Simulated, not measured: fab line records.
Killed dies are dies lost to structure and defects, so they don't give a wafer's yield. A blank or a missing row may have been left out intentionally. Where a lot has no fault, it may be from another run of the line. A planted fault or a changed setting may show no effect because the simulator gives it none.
Problem report, 8D (eight disciplines) form, completed by code    flow berkeley cmos170    the parts of the form that need people (team, actions taken, sign-off) are left out

1. WHAT WENT WRONG
Across 6 wafers from 2 lots, PSD_RS at UCB170_SDANNEAL_RS_MEAS_02 averages 80.84 ohm/sq, while fault-free wafers read 75.41 ohm/sq with a standard deviation of 0.26. Relative to the usual mean, that is a shift of +21 standard deviations.
The step: measures by four-point-probe.
The first sign was on wafer L389.1 at day 10 08:15, on film metro-03. The record holds 42 wafers of 14 lots with a number at this step. The rule behind "out" and "out of limits": a value lying over 4 standard deviations away from the usual mean. Any other wafer with a number is counted as sound.

2. WHAT IT IS, WHAT IT ISN'T
question                     is                            is not
which readings at this step  PSD_RS                        -
which lots                   L389, L391                    L371, L372, L373, L375, L377, L379, L380, L381, L382, L383, L390, L394
which wafers of those lots   all that have a number        -
read on which gauges         film metro-02, film metro-03  film metro-04
when                         from day 10 08:15             up to then (30 sound wafers); but 6 sound wafers of L390, L394 came after

3. WHAT RULES OUT EACH SUSPECT
Counting: a tool at a process step up to the reading stays a suspect if it ran every lot that is out and no sound lot after the first of them.
- the gauge at UCB170_SDANNEAL_RS_MEAS_02 has been ruled out. The wafers that are out were read on 2 gauges (film metro-02, film metro-03).
- implanter-01 at UCB170_PSD_IMPLANT_08: kept. It ran every lot that is out, first L389 (day 10 05:07), and no sound lot after that; its last sound lot up to then is L383 (day 10 00:35). Its own dose ions cm2 readings are out on those wafers.
- plasma asher-04 at UCB170_PSD_STRIP_09 (strips in O2): kept. It ran every lot that is out, first L389 (day 10 05:16), and no sound lot after that; its last sound lot up to then is L383 (day 10 00:44). Its own strip time to endpoint s readings are out on those wafers.
Left after counting: implanter-01 at UCB170_PSD_IMPLANT_08, plasma asher-04 at UCB170_PSD_STRIP_09.

4. THE CAUSE (what the simulator had put in)
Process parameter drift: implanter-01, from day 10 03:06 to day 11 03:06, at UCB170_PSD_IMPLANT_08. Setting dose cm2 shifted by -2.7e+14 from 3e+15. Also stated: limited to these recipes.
This tool is one of the 2 suspects left after counting.

5. SEQUENCE OF EFFECTS, ordered by route
Each row: a reading whose mean over the struck wafers that have a number lies more than 3 standard deviations from the usual. Only readings whose record carries a usual standard deviation are examined. hours: median over the lots of the time between each lot's start at the first step of this table that gives one and its start at this step. sigmas: the change, counted in usual standard deviations.
hours  step                        reading                   usual         on struck wafers  change  sigmas
0      UCB170_PSD_IMPLANT_08       dose ions cm2             3e+15         3e+15             -3e+14  -73
0      UCB170_PSD_IMPLANT_08       faraday current uA        9258          8504              -754    -4.2
0      UCB170_PSD_STRIP_09         oes product au            0.600 a.u.    0.615             +0.015  +3.0
0      UCB170_PSD_STRIP_09         strip time to endpoint s  29.39 s       28.42             -0.97   -15
4      UCB170_SDANNEAL_RS_MEAS_02  PSD_RS                    75.41 ohm/sq  80.84             +5.43   +21
Its process steps:
- UCB170_PSD_IMPLANT_08
- UCB170_PSD_STRIP_09: strips in O2.

6. HOW IT WOULD HAVE BEEN CAUGHT EARLIER
5 hours passed between the start of the fault at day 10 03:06 and the first reading out of limits at a measuring or inspecting step in this record, taken at day 10 08:15.
The tool's own readings at UCB170_PSD_IMPLANT_08 were out on every struck wafer that the step has a row for (dose ions cm2): an alarm limit on them would have fired on the first of those.
L391, from the lots that are out (2), started UCB170_PSD_IMPLANT_08 on implanter-01 later than day 10 08:15. A tool hold placed at that time would have kept it from harm.
